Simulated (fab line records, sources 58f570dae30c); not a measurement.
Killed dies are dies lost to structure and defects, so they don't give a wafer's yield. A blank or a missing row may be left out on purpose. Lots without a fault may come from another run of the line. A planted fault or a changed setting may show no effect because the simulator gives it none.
A struck lot beside a sound one | flow berkeley_cmos170 | 20 steps out of a route of 331
Sound: wafers L851.2, L851.3, L851.5. Struck: wafers L855.3, L855.4, L855.5. The cause comes at the end.
At each step with rows: each side's tool, then ch and its chambers, then its first start. Under that, the readings that differ: sound wafers | struck wafers | difference of the means | sigmas: that difference in standard deviations of wafers without a fault.
alike: readings whose means differ by less than 2 such deviations, and words and numbers that are the same on both sides. not compared: withheld readings, readings that some wafer has no value for, bounds like >300 that may hide the same value, and numbers for which the record gives no deviation and whose values overlap.
The two part at a step that has a row with sigmas, a row that says differs or no value, or rows on one side only. Numbers that don't overlap but have no deviation are shown without sigmas and don't part them. A reading that every wafer of one side lacks parts them only if that side has two wafers or more.

UCB170_ZERO_STRIP_07: strips in O2.
  sound on plasma_asher-02 ch 0,1, day 5 04:11; struck on plasma_asher-01 ch 0,1, day 6 00:21
  alike: drypump_motor_current_A, oes_product_au, strip_time_to_endpoint_s
  not compared: rf_hours_counter_h
then, 2 steps without rows for these wafers: UCB170_NWELL_WET_ETCH_00 (etches SiO2 in dHF, time 200 s); UCB170_NWELL_OXIDATION_01 (target thk 26.4 nm, ox time 1260 s).
UCB170_NWELL_THK_MEAS_02:
  sound on film_metro-03, day 5 09:42; struck on film_metro-03, day 6 07:48
  reading              | sound          | struck         | difference | sigmas
  NWELL_OXIDE_THK (nm) | 27.0 26.5 26.6 | 25.9 25.9 25.7 | -0.9       | -2
then, 2 steps without rows for these wafers: UCB170_NWELL_ANNEAL_03 (time 900 s); UCB170_NWELL_CVD_04 (deposits Si3N4 from SiH2Cl2/NH3, target thk 224 nm, time 3360 s).
UCB170_NWELL_THK_MEAS_05:
  sound on film_metro-03, day 5 18:01; struck on film_metro-04, day 6 14:29
  alike: NWELL_NITRIDE_THK
then, 5 steps without rows for these wafers: UCB170_NWELL_HMDS_06 (prime time 60 s); UCB170_NWELL_COAT_07 (resist thk 900 nm); UCB170_NWELL_SOFTBAKE_08 (time 60 s); UCB170_NWELL_EXPOSE_09 (exposes mask NWELL, target cd 3000 nm); UCB170_NWELL_PEB_10.
UCB170_NWELL_DEVELOP_11: develop time 45 s.
  sound on litho_track-04 ch 0, day 5 20:00; struck on litho_track-04 ch 0, day 6 15:00
  alike: exhaust_pa
UCB170_NWELL_OVL_MEAS_12:
  sound on overlay-01, day 5 20:52; struck on overlay-02, day 6 15:23
  reading        | sound | struck    | difference | sigmas
  NWELL_OVL (nm) | 5 3 4 | -7 -2 -13 | -11        | -2
UCB170_NWELL_ETCH_13: etches Si3N4 in CH3F/Ar/O2, stops on SiO2, target depth 246.4 nm, time 154 s.
  sound on rie_diel-01 ch 0,1,3, day 5 20:54; struck on rie_diel-01 ch 0,1,2, day 6 15:24
  alike: drypump_motor_current_A, oes_product_au, throttle_valve_pct
  not compared: rf_hours_counter_h
then, 1 step without rows for these wafers: UCB170_NWELL_IMPLANT_14.
UCB170_NWELL_STRIP_15: strips in O2.
  sound on plasma_asher-01 ch 0,1, day 5 21:09; struck on plasma_asher-04 ch 0,1, day 6 15:41
  alike: drypump_motor_current_A, oes_product_au, strip_time_to_endpoint_s
  not compared: rf_hours_counter_h
UCB170_NWELL_TW_MEAS_16:
  sound on film_metro-01, day 5 21:16; struck on film_metro-03, day 6 15:46
  reading  | sound          | struck      | difference | sigmas
  NWELL_TW | 1255 1253 1252 | 421 411 418 | -837       | -56
then, 1 step without rows for these wafers: UCB170_NWELL_CLEAN_17 (cleans in SPM, time 600 s).
-- the record jumps here: 6 days lie between the struck wafers' starts before and after (it left off in module NWELL and takes up again in module M3, whose first step shown is number 331 of the route) --
UCB170_M3_PROBE_99:
  the record has rows for the struck wafers here (prober-02, day 12 19:53) and none for the sound ones

WHERE THEY PART
First at UCB170_NWELL_THK_MEAS_02; last, within this record, at UCB170_M3_PROBE_99.

WHY: what the simulator had put in
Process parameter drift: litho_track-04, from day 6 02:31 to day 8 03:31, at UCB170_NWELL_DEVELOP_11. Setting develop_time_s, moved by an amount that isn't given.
